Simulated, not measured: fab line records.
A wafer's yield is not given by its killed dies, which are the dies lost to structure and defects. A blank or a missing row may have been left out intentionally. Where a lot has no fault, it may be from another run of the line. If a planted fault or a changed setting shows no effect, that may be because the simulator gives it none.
One fault seen from 2 desks | flow berkeleyCmos170 | each desk holds nothing but its own numbers, with what lay behind them at the end

THE METROLOGY DESK
Lot by lot, what the gauges showed, no matter which tool ran the lot: averages of those sampled wafers that carry a number. Any lot whose mean is over 4 standard deviations away from the usual mean is out of limits and marked OUT; that distance is given in the brackets.
Columns: A = PVT_TW at UCB170_PVT_TW_MEAS_09, usual 506
lot  | first seen here | A
L575 | day 5 21:10     | 498
L577 | day 6 05:20     | 508
L576 | day 6 06:02     | 508
L579 | day 6 15:11     | 507
L580 | day 6 15:13     | 507
L578 | day 6 15:29     | 507
L582 | day 7 06:28     | 511
L583 | day 7 16:33     | 508
L586 | day 8 04:45     | 510
L592 | day 8 22:03     | 507
L590 | day 8 22:36     | 512
L589 | day 8 22:55     | 582 (+19) OUT
L594 | day 10 00:23    | 584 (+20) OUT
L596 | day 10 03:22    | 508
This desk reports L589, L594 out of limits; the earliest was L589 at day 8 22:55 (PVT_TW at UCB170_PVT_TW_MEAS_09). L575, L577, L576, L579, L580, L578, L582, L583, L586, L592, L590, L596 stayed within limits.

FOR THE TOOL OWNER'S DESK: implanter-02
UCB170_PVT_IMPLANT_07, tool's own readings: per-lot mean of the sampled wafers with a number, covering each lot this tool ran. Any lot whose mean is over 4 standard deviations away from the usual mean is out of limits and marked OUT; that distance is given in the brackets.
Columns: A = doseIonsCm2 at UCB170_PVT_IMPLANT_07, usual 1.9997e+12; B = faradayCurrentUA at UCB170_PVT_IMPLANT_07, usual 6.35
lot  | first seen here | A                            | B
L575 | day 5 20:56     | 1.9982e+12                   | 6.42
L583 | day 7 16:20     | 1.9984e+12                   | 6.46
L589 | day 8 22:43     | 3.1119e+12 (+99 or more) OUT | 9.77 (+31) OUT
L594 | day 10 00:10    | 3.1107e+12 (+99 or more) OUT | 9.85 (+32) OUT
This desk finds L589, L594 out of limits, L589 being first, at day 8 22:43 (doseIonsCm2 at UCB170_PVT_IMPLANT_07). L575, L583 stayed within limits.

TAKEN TOGETHER
The tool owner's desk could have raised an alarm at day 8 22:43, on L589, L594.
Metrology desk: alarm possible at day 8 22:55 on L589, L594.
Of the lots named, all ran UCB170_PVT_IMPLANT_07 on implanter-02.

WHAT THE SIMULATOR PUT IN
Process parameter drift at UCB170_PVT_IMPLANT_07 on implanter-02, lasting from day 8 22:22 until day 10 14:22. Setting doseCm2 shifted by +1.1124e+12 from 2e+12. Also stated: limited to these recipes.
Lots struck among those shown: L589, L594.
Counting hours from when the fault started, the first reading out of limits came at 0 for the tool owner's desk and at 1 for the metrology desk.
